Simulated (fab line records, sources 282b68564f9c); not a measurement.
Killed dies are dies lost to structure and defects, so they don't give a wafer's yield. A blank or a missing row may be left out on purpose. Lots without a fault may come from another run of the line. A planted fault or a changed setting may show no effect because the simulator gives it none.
Problem report in the 8D (eight disciplines) form, filled by code | flow rit_cmos | the parts of the form that need people (team, actions taken, sign-off) are left out

1. THE PROBLEM
tube_center_temp_C at RIT_GATE_OXIDATION_05 reads a mean of 895.02 C on 6 wafers of 2 lots; wafers without a fault read 899.99 C with a standard deviation of 0.08. That is -62 standard deviations from the usual mean.
The step: target thk 3 nm, ox time 270 s.
First seen on wafer L229.1, day 3 10:20, on furnace-03. The record holds 18 wafers of 6 lots with a number at this step. Rule for "out", or "out of limits": more than 4 standard deviations from the usual mean. The other wafers with a number count as sound.

2. WHAT IT IS AND WHAT IT IS NOT
question                    | is                                         | is not
which readings at this step | tube_center_temp_C, tube_center_temp_C_max | -
which lots                  | L229, L231                                 | L232, L243, L245, L247
which wafers of those lots  | all that have a number                     | -
read on which tools         | furnace-03                                 | furnace-02
when                        | from day 3 10:20                           | up to then (0 sound wafers); but 12 sound wafers of L232, L243, L245, L247 came after

3. SUSPECTS, AND WHAT RULES EACH OUT
Counting: a tool at a process step up to the reading stays a suspect if it ran every lot that is out and no sound lot after the first of them.
- furnace-03 at RIT_GATE_OXIDATION_05 (target thk 3 nm, ox time 270 s): ruled out as a lasting fault. Sound lots L243 ran on it after its first lot that is out, L229 (day 3 10:20).
Left after counting: nothing in the record.

4. THE CAUSE (what the simulator had put in)
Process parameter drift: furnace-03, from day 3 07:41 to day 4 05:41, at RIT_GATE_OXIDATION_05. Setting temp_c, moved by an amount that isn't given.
Counting ruled it out, wrongly.

5. THE CHAIN OF EFFECTS, in route order
Each row: a reading whose mean over the struck wafers that have a number lies more than 3 standard deviations from the usual. Only readings for which the record gives a usual standard deviation are gone through. hours: the time from each lot's start at the first step in this table that gives one to its start at this step, as a median over the lots. sigmas: the change in usual standard deviations.
hours | step                  | reading                | usual    | on struck wafers | change | sigmas
0     | RIT_GATE_OXIDATION_05 | spike_tc_centre_C      | 901.7 C  | 896.4            | -5.3   | -4.4
0     | RIT_GATE_OXIDATION_05 | spike_tc_source_C      | 924.3 C  | 920.6            | -3.7   | -3.1
0     | RIT_GATE_OXIDATION_05 | tube_center_temp_C     | 899.99 C | 895.02           | -4.97  | -62
0     | RIT_GATE_OXIDATION_05 | tube_center_temp_C_max | 902.3    | 897.2            | -5.1   | -13
The process steps in it:
- RIT_GATE_OXIDATION_05: target thk 3 nm, ox time 270 s.

6. WHAT WOULD HAVE CAUGHT IT SOONER
In this record the first reading out of limits was taken at day 3 10:20, 3 hours after the fault began at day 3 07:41.
